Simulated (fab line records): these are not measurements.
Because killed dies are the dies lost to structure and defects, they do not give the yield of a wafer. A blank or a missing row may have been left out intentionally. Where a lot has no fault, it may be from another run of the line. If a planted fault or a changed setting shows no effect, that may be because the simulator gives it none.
fab line records | flow berkeley-cmos170
record: lots: 14 wafers: 42 last-day: 14
route steps=331 shown NWELL@27 NVT@110 PLDD@153 NSD@194
lots that met no fault: from a run of the same line without faults
start-h: the number of hours between the record's first day and the start of the first shown wafer of the lot | wait-h: hours elapsed since this lot's preceding step | " unchanged from the row above | L1.1+2: several wafers, shown together as one row | - either no value or no given start | * or withheld: withheld | < > ~ a bound
route shown NAME@n: a module of which the file shows steps, and the number in the route of the first | usual: mean and standard deviation over wafers with no fault | same: alike in all rows | chamber/n: place in a boat | sites: readings site by site | _std_site: how widely they spread, as a standard deviation | _edge_site: inner sites' mean taken away from outer sites' mean | radius-mm: for every site, how far away it sits from the centre of the wafer | mask NAME#n: copy n | behind: the tool/chamber that last shaped the wafer | hold: why the lot was held/for how many hours/how that ended | device: transistor that didn't switch, given as n, p or np | end of line: the route-end tests of the same wafers | step lacking rows: just its recipe | killed: count of dies lost to structure and defects at first sort (not the wafer's yield) | map: per-die view of a wafer (x killed, . not killed, _ where there is no die)
set.NAME: the run value of the setting; set.NAME@STEP: its run value at that earlier step | model.NAME: the simulator's own value behind a step, which no gauge read
the route's steps for a sample of lots (tables are steps, rows are wafers)
services: the hour from which a tool's chamber was out of use, counted from the record's first day as start-h (under 0 if before that day), plus the number of hours and why
== steps ==
step: UCB170_NWELL_ETCH_13
recipe: chemistry: CH3F/Ar/O2 target: Si3N4 stop-on: SiO2 CH3F_flow_sccm: 20 Ar_flow_sccm: 50 O2_flow_sccm: 7 pressure-mtorr: 50 rf-w: 450 target-depth-a: 2464 over-etch-frac: 0.1 time-s: 154
usual: chamber-pressure-mTorr: 50.00/0.042 drypump-motor-current-A: 5.9/0.32 oes-product-au: 0.936/0.01 throttle-valve-pct: 8.05/0.13
columns lot.wafer tool chamber start-h wait-h chamber-pressure-mTorr drypump-motor-current-A oes-product-au rf-hours-counter-h throttle-valve-pct
L110.1 rie-diel-02 2 37.19 0.0 49.97 5.8 0.939 54 7.99
L110.3 " 3 " " 49.98 5.9 0.942 32 8.17
L110.5 " 0 " " 49.98 6.6 0.937 - 8.12
L111.2 rie-diel-02 3 44.17 0.0 50.05 6.0 0.945 33 8.19
L111.3 " 1 " " 49.99 5.3 0.945 10 8.00
L111.5 " 0 " " 49.98 6.6 0.947 - 8.12
L112.1 rie-diel-04 2 44.17 0.0 49.96 6.2 0.924 107 8.09
L112.2 " 1 " " 50.05 5.7 0.947 148 7.91
L112.4 " 3 " " 50.02 6.0 0.936 148 8.25
L113.1 rie-diel-01 3 52.78 0.0 50.03 5.7 0.949 104 8.04
L113.2 " 1 " " 49.99 5.5 0.925 125 8.21
L113.4 " 0 " " 49.93 5.8 0.930 139 7.89
L114.1 rie-diel-02 0 59.53 0.0 50.03 6.6 0.932 3 8.11
L114.2 " 3 " " 50.00 6.0 0.940 34 8.19
L114.5 " 2 " " 49.95 5.9 0.933 - 8.00
L116.1 rie-diel-01 0 60.11 0.0 49.98 5.9 0.913 139 7.90
L116.2 " 3 " " 50.02 5.7 0.948 104 8.04
L116.6 " 1 " " 50.01 5.5 0.926 - 8.22
L117.2 rie-diel-04 1 74.36 0.0 50.03 5.7 0.948 150 7.90
L117.3 " 2 " " 50.00 6.2 0.924 109 8.08
L117.6 " 1 " " 50.01 5.8 0.948 - 7.89
L119.2 rie-diel-02 0 82.67 0.0 50.04 6.6 0.930 3 8.11
L119.4 " 1 " " 50.00 5.3 0.940 11 7.99
L119.5 " 3 " " 50.00 6.0 0.945 - 8.17
L120.1 rie-diel-02 2 88.51 0.0 49.98 5.9 0.941 55 8.02
L120.4 " 0 " " 49.99 6.6 0.938 3 8.11
L120.5 " 3 " " 49.97 5.9 0.955 - 8.17
L126.4 rie-diel-01 2 113.29 0.0 49.91 6.0 0.943 56 8.13
L126.5 " 1 " " 49.99 5.5 0.925 - 8.21
L126.6 " 0 " " 49.94 5.8 0.923 - 7.90
L128.3 rie-diel-01 1 123.11 0.0 49.97 5.5 0.910 129 8.23
L128.4 " 3 " " 50.01 5.7 0.930 107 8.03
L128.6 " 3 " " 49.99 5.7 0.941 - 8.02
L129.2 rie-diel-02 0 130.63 0.0 49.97 6.6 0.932 6 8.12
L129.3 " 2 " " 50.04 5.8 0.924 57 8.00
L129.4 " 1 " " 49.95 5.3 0.946 14 8.00
L132.3 rie-diel-04 3 155.35 0.0 50.04 6.0 0.927 154 8.25
L132.5 " 3 " " 49.93 6.0 0.935 - 8.24
L132.6 " 1 " " 50.04 5.7 0.941 - 7.89
L133.2 rie-diel-01 3 155.59 0.0 49.99 5.7 0.960 108 8.05
L133.4 " 1 " " 50.01 5.5 0.937 130 8.22
L133.6 " 0 " " 49.98 5.9 0.947 - 7.90
step: UCB170_NVT_OVL_MEAS_06
usual: NVT_OVL: 0/4.7
columns lot.wafer tool chamber start-h wait-h NVT_OVL[nm]
L110.1 overlay-02 - 124.66 - -2
L110.3 " - " " -2
L110.5 " - " " -3
L112.1 overlay-01 - 133.85 - -1
L112.2 " - " " 2
L112.4 " - " " 4
L111.2 overlay-02 - 134.09 - -5
L111.3 " - " " -5
L111.5 " - " " -2
L113.1 overlay-01 - 148.99 - 2
L113.2 " - " " 1
L113.4 " - " " -2
L114.1 overlay-01 - 158.65 - 13
L114.2 " - " " 6
L114.5 " - " " 7
L116.1 overlay-02 - 158.65 - -14
L116.2 " - " " 3
L116.6 " - " " -7
L117.2 overlay-01 - 172.03 - 6
L117.3 " - " " 3
L117.6 " - " " 5
L119.2 overlay-01 - 181.77 - 0
L119.4 " - " " 5
L119.5 " - " " -1
L120.1 overlay-01 - 194.69 - -3
L120.4 " - " " -2
L120.5 " - " " 1
L126.4 overlay-01 - 218.73 - -1
L126.5 " - " " -4
L126.6 " - " " 4
L128.3 overlay-02 - 232.21 - 5
L128.4 " - " " 1
L128.6 " - " " 7
L129.2 overlay-02 - 238.63 - 10
L129.3 " - " " 4
L129.4 " - " " 3
L133.2 overlay-02 - 263.13 - -1
L133.4 " - " " -4
L133.6 " - " " -4
L132.3 overlay-02 - 263.82 - -7
L132.5 " - " " -5
L132.6 " - " " 3
step: UCB170_PLDD_IMPLANT_08
recipe: species: BF2 dose-cm2: 5e+13 energy-kev: 10 tilt-deg: 7 rotation-deg: 0
usual: beam-energy-keV: 10.000/0.0033 beam-on-s: 10.14/0.25 tilt-deg: 6.993/0.021
columns lot.wafer tool chamber start-h wait-h beam-energy-keV beam-on-s tilt-deg
L110.1 implanter-04 0 146.34 0.0 10.001 10.41 6.976
L110.3 " 0 " " 10.000 10.32 7.041
L110.5 " 0 " " 9.996 10.24 6.992
L111.2 implanter-03 0 161.50 0.0 10.001 10.30 6.956
L111.3 " 0 " " 9.998 10.22 6.940
L111.5 " 0 " " 9.999 9.81 6.968
L112.1 implanter-04 0 161.75 0.0 9.998 10.49 6.991
L112.2 " 0 " " 10.002 10.18 6.982
L112.4 " 0 " " 10.005 10.74 7.012
L113.1 implanter-03 0 173.56 0.0 10.002 9.92 6.970
L113.2 " 0 " " 10.001 9.82 7.010
L113.4 " 0 " " 9.999 9.94 6.977
L114.1 implanter-03 0 181.65 0.0 10.000 10.22 6.997
L114.2 " 0 " " 10.002 10.14 6.982
L114.5 " 0 " " 10.002 9.94 6.985
L116.1 implanter-02 0 181.81 0.0 9.992 9.84 6.997
L116.2 " 0 " " 9.999 10.01 7.005
L116.6 " 0 " " 10.005 9.71 7.026
L117.2 implanter-03 0 192.25 0.0 10.001 10.07 7.006
L117.3 " 0 " " 10.001 10.10 7.002
L117.6 " 0 " " 10.004 10.14 7.006
L119.2 implanter-04 0 203.89 0.0 10.001 10.40 7.001
L119.4 " 0 " " 10.000 10.37 6.984
L119.5 " 0 " " 10.001 10.27 6.978
L120.1 implanter-02 0 212.88 0.0 10.003 9.84 6.971
L120.4 " 0 " " 10.001 9.86 6.969
L120.5 " 0 " " 10.005 9.72 6.989
L126.4 implanter-03 0 245.99 0.1 9.999 10.12 6.995
L126.5 " 0 " " 10.002 10.02 6.969
L126.6 " 0 " " 10.005 10.17 6.981
L128.3 implanter-02 0 257.52 0.1 9.996 9.76 8.852
L128.4 " 0 " " 9.996 10.02 8.870
L128.6 " 0 " " 10.000 10.07 8.896
L129.2 implanter-02 0 262.50 0.0 9.992 10.05 8.856
L129.3 " 0 " " 10.002 9.96 8.851
L129.4 " 0 " " 10.001 9.51 8.860
L133.2 implanter-04 0 290.32 0.0 10.003 10.43 6.984
L133.4 " 0 " " 10.003 10.60 6.989
L133.6 " 0 " " 10.003 10.14 6.964
L132.3 implanter-03 0 290.52 0.1 9.999 9.92 6.996
L132.5 " 0 " " 10.002 9.78 7.014
L132.6 " 0 " " 9.996 10.17 7.015
step: UCB170_NSD_OVL_MEAS_07
usual: NSD_OVL: 2/6.2
columns lot.wafer tool chamber start-h wait-h NSD_OVL[nm]
L110.1 overlay-02 - 157.57 0.1 2
L110.3 " - " " 3
L110.5 " - " " -1
L111.2 overlay-01 - 174.88 0.1 0
L111.3 " - " " 8
L111.5 " - " " 4
L112.1 overlay-01 - 175.07 0.1 3
L112.2 " - " " 0
L112.4 " - " " 3
L113.1 overlay-01 - 188.53 0.1 7
L113.2 " - " " 8
L113.4 " - " " 4
L116.1 overlay-02 - 193.36 0.1 5
L116.2 " - " " 4
L116.6 " - " " 1
L114.1 overlay-02 - 193.61 0.1 8
L114.2 " - " " 7
L114.5 " - " " 7
L117.2 overlay-01 - 203.95 0.1 4
L117.3 " - " " 9
L117.6 " - " " 1
L119.2 overlay-01 - 218.11 0.1 6
L119.4 " - " " 9
L119.5 " - " " 3
L120.1 overlay-02 - 225.79 0.1 -2
L120.4 " - " " 3
L120.5 " - " " -3
L126.4 overlay-02 - 261.57 0.1 1
L126.5 " - " " 4
L126.6 " - " " 6
L128.3 overlay-02 - 268.93 0.1 4
L128.4 " - " " 6
L128.6 " - " " 0
L129.2 overlay-02 - 278.71 0.1 2
L129.3 " - " " 10
L129.4 " - " " 1
L133.2 overlay-02 - 302.22 0.1 -3
L133.4 " - " " -8
L133.6 " - " " -6
L132.3 overlay-01 - 302.50 0.1 6
L132.5 " - " " 4
L132.6 " - " " 11
step: UCB170_SDANNEAL_RS_MEAS_04
recipe: thk-meas-gauge: four-point-probe
usual: PLDD_RS: 1032/3
columns lot.wafer tool chamber start-h wait-h PLDD_RS[ohm/sq]
L110.1 film-metro-04 - 161.21 0.1 1029
L110.3 " - " " 1028
L110.5 " - " " 1032
L112.1 film-metro-02 - 176.93 0.1 1032
L112.2 " - " " 1030
L112.4 " - " " 1027
L111.2 film-metro-01 - 176.95 0.1 1026
L111.3 " - " " 1029
L111.5 " - " " 1027
L113.1 film-metro-04 - 190.15 0.1 1037
L113.2 " - " " 1039
L113.4 " - " " 1036
L116.1 film-metro-02 - 195.15 0.1 1031
L116.2 " - " " 1030
L116.6 " - " " 1030
L114.1 film-metro-04 - 195.53 0.1 1031
L114.2 " - " " 1025
L114.5 " - " " 1032
L117.2 film-metro-04 - 205.59 0.1 1027
L117.3 " - " " 1027
L117.6 " - " " 1028
L119.2 film-metro-04 - 219.82 0.1 1037
L119.4 " - " " 1032
L119.5 " - " " 1035
L120.1 film-metro-04 - 227.75 0.1 1030
L120.4 " - " " 1031
L120.5 " - " " 1033
L126.4 film-metro-02 - 263.24 0.1 1030
L126.5 " - " " 1033
L126.6 " - " " 1037
L128.3 film-metro-04 - 270.92 0.1 -
L128.4 " - " " -
L128.6 " - " " -
L129.2 film-metro-02 - 280.33 0.1 -
L129.3 " - " " -
L129.4 " - " " -
L133.2 film-metro-04 - 303.91 0.1 1031
L133.4 " - " " 1034
L133.6 " - " " 1032
L132.3 film-metro-02 - 304.17 0.1 1036
L132.5 " - " " 1036
L132.6 " - " " 1040
== services ==
columns tool chamber start-h hours kind
implanter-02 - 25.06 4.7 repair
rie-diel-04 1 29.57 2.3 repair
implanter-02 - 36.13 4.8 repair
implanter-03 - 36.52 3.1 repair
rie-diel-02 2 42.27 16.7 repair
implanter-04 - 48.50 16.5 repair
rie-diel-01 - 58.89 1.0 repair
rie-diel-02 - 62.92 15.6 pm
rie-diel-01 2 73.15 38.9 repair
implanter-02 - 80.78 1.7 repair
implanter-03 - 111.84 1.8 repair
rie-diel-02 - 126.64 0.5 repair
implanter-02 - 144.76 21.1 pm
implanter-04 - 159.12 2.4 repair
rie-diel-01 2 178.86 4.2 repair
rie-diel-02 3 193.85 19.5 repair
implanter-02 - 195.92 1.8 repair
rie-diel-02 - 196.09 0.3 repair
implanter-02 - 217.74 4.8 pm
rie-diel-02 0 221.75 6.7 repair
implanter-04 - 248.25 1.1 repair
implanter-03 - 272.68 4.1 pm
implanter-03 - 278.30 7.5 repair
rie-diel-02 2 282.86 2.8 repair
== key ==
first-sign: step: UCB170_PLDD_IMPLANT_08 reading: tilt-deg direction: up sigmas: 89 usual: 6.993 struck: 8.864
effect: step: UCB170_SDANNEAL_RS_MEAS_04 reading: PLDD_RS direction: missing
met-at UCB170_PLDD_IMPLANT_08
struck-lots L128,L129
tester-left-out L128,L129
not-acting-at UCB170_NWELL_ETCH_13,UCB170_NVT_OVL_MEAS_06,UCB170_NSD_OVL_MEAS_07
onset-between 212.88 257.52
fault: kind: process-parameter-drift tool: implanter-02 chamber: - onset-h: 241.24 steps: UCB170_PLDD_IMPLANT_08 channel: tilt-deg offset: 1.8662 shape: step end-h: 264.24 acts-in: these-recipes-only stated: 7
tester-left-out: of these lots the tester's yield and bins aren't shown, on N5 and GAA mostly nor the transistor test; their killed dies are dies lost to structure and defects alone, not to doping, threshold or leakage, so they don't give the yield
